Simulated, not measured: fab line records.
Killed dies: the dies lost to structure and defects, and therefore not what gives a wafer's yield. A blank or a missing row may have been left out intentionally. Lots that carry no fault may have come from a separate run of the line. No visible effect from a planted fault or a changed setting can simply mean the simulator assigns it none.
The tool behind it: which one?	flow berkeley-cmos170	at 1 step of a route of 331, 6 lots with 18 wafers sampled

WHAT THE GAUGES SHOWED, per wafer
UCB170_ACTIVE_CD_MEAS_13: target cd 1200 nm.
lot	measured	on	cd-nm (nm)
L125	day 4 18:05	cd-sem-02	1201.2 1200.5 1200.5
L129	day 5 23:53	cd-sem-01	1202.2 1200.2 1201.6
L137	day 6 23:58	cd-sem-01	1199.1 1199.1 1200.6
L140	day 7 16:52	cd-sem-02	1201.0 1201.3 1202.3
L144	day 8 03:14	cd-sem-01	1198.8 1200.3 1197.8
L146	day 8 12:25	cd-sem-02	1199.6 1200.1 1199.2

WHICH TOOL RAN EACH LOT (tool, then ch and the chambers of the sampled wafers, then the start)
The record shows no process step preceding these readings.

THE ANSWER, worked out from the rows above alone
Rule: usual is defined by the lots themselves. Put in order of their means at a reading, lots are off if they are a third of the lots or fewer, leave a main group of 4 or more, and stand apart from it by a gap of 3 or more times the standard deviation of the main group's means; of several such gaps the widest counts. Not used: any main group whose means are identical at the precision the tables above print for the reading. A lot without any number at a reading at which 4 lots or more have one is off too. The other lots that the step has rows for count as sound.
No lot is off on any of the readings shown, so nothing can be concluded from this.

WHAT THE SIMULATOR HAD INSERTED
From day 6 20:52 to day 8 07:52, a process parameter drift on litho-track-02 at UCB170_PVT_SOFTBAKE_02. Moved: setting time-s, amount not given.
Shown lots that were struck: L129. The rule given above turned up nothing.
